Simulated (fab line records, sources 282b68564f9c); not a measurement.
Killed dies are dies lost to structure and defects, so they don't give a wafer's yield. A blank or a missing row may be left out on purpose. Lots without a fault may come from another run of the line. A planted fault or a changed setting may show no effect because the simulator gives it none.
A struck lot beside a sound one | flow rit_cmos | 17 steps out of a route of 202
Sound: wafers L786.3, L786.4, L786.6. Struck: wafers L788.2, L788.3, L788.6. The cause comes at the end.
At each step with rows: each side's tool, then ch and its chambers, then its first start. Under that, the readings that differ: sound wafers | struck wafers | difference of the means | sigmas: that difference in standard deviations of wafers without a fault.
alike: readings whose means differ by less than 2 such deviations, and words and numbers that are the same on both sides. not compared: withheld readings, readings that some wafer has no value for, bounds like >300 that may hide the same value, and numbers for which the record gives no deviation and whose values overlap.
The two part at a step that has a row with sigmas, a row that says differs or no value, or rows on one side only. Numbers that don't overlap but have no deviation are shown without sigmas and don't part them. A reading that every wafer of one side lacks parts them only if that side has two wafers or more.

first, 1 step without rows for these wafers: RIT_PSD_IMPLANT_08.
RIT_PSD_STRIP_09: strips in O2, time 180 s.
  sound on plasma_asher-01 ch 0,1, day 3 00:37; struck on plasma_asher-04 ch 0,1, day 3 15:07
  alike: drypump_motor_current_A
  not compared: rf_hours_counter_h
RIT_PSD_TW_MEAS_10:
  sound on film_metro-03, day 3 00:46; struck on film_metro-04, day 3 15:18
  alike: PSD_TW
then, 3 steps without rows for these wafers: RIT_SDANNEAL_CLEAN_00 (cleans in SC1, time 600 s); RIT_SDANNEAL_CLEAN_01 (cleans in dHF, time 30 s); RIT_SDANNEAL_CLEAN_02 (cleans in SC2, time 600 s).
RIT_SDANNEAL_RTA_03: time 5 s.
  sound on rtp_anneal-02 ch 0, day 3 01:40; struck on rtp_anneal-02 ch 0, day 3 15:45
  alike: anneal_temp_c_max, wafer_temp_C_max
RIT_SDANNEAL_RS_MEAS_04: measures by four-point-probe.
  sound on film_metro-04, day 3 01:45; struck on film_metro-03, day 3 15:49
  alike: PSD_RS
RIT_SDANNEAL_RS_MEAS_05: measures by four-point-probe.
  sound on film_metro-04, day 3 01:52; struck on film_metro-03, day 3 15:56
  alike: NSD_RS
RIT_SDANNEAL_RS_MEAS_06: measures by four-point-probe.
  sound on film_metro-04, day 3 01:59; struck on film_metro-03, day 3 16:03
  alike: PLDD_RS
RIT_SDANNEAL_RS_MEAS_07: measures by four-point-probe.
  sound on film_metro-04, day 3 02:07; struck on film_metro-03, day 3 16:10
  alike: NLDD_RS
then, 1 step without rows for these wafers: RIT_SILICIDE_WET_ETCH_00 (etches SiO2 in BOE, target depth 14 nm, time 15 s).
RIT_SILICIDE_SPUTTER_01: material Ti, target thk 30 nm, time 240 s.
  sound on pvd_sputter-01, day 3 02:12; struck on pvd_sputter-01, day 3 16:36
  alike: substrate_temp_c, throttle_valve_pct
RIT_SILICIDE_RS_MEAS_02: measures by four-point-probe.
  sound on film_metro-02, day 3 02:23; struck on film_metro-01, day 3 16:46
  reading                 | sound          | struck         | difference | sigmas
  SILICIDE_TI_RS (ohm/sq) | 46.4 46.7 47.5 | 19.9 20.2 20.3 | -26.7      | -36
RIT_SILICIDE_THK_MEAS_03: measures by xrf.
  sound on film_metro-02, day 3 02:29; struck on film_metro-01, day 3 16:53
  reading              | sound          | struck         | difference | sigmas
  SILICIDE_TI_THK (nm) | 30.4 30.2 30.0 | 61.2 60.2 60.1 | +30.3      | +76
RIT_SILICIDE_RTA_04: time 10 s, ramp up 5 s, ramp down 5 s.
  sound on rtp_anneal-01 ch 0, day 3 02:33; struck on rtp_anneal-01 ch 0, day 3 16:56
  alike: anneal_temp_c_max, wafer_temp_C_max
RIT_M1_PROBE_99:
  sound on prober-01, day 3 10:33; struck on prober-02, day 4 01:02
  alike: killed_at_contacts, killed_at_front_end, killed_dies, killed_open, killed_short

WHERE THEY PART
First at RIT_SILICIDE_RS_MEAS_02; last, within this record, at RIT_SILICIDE_THK_MEAS_03. Later steps at which nothing parts them and some readings are alike: RIT_SILICIDE_RTA_04, RIT_M1_PROBE_99.

WHY: what the simulator had put in
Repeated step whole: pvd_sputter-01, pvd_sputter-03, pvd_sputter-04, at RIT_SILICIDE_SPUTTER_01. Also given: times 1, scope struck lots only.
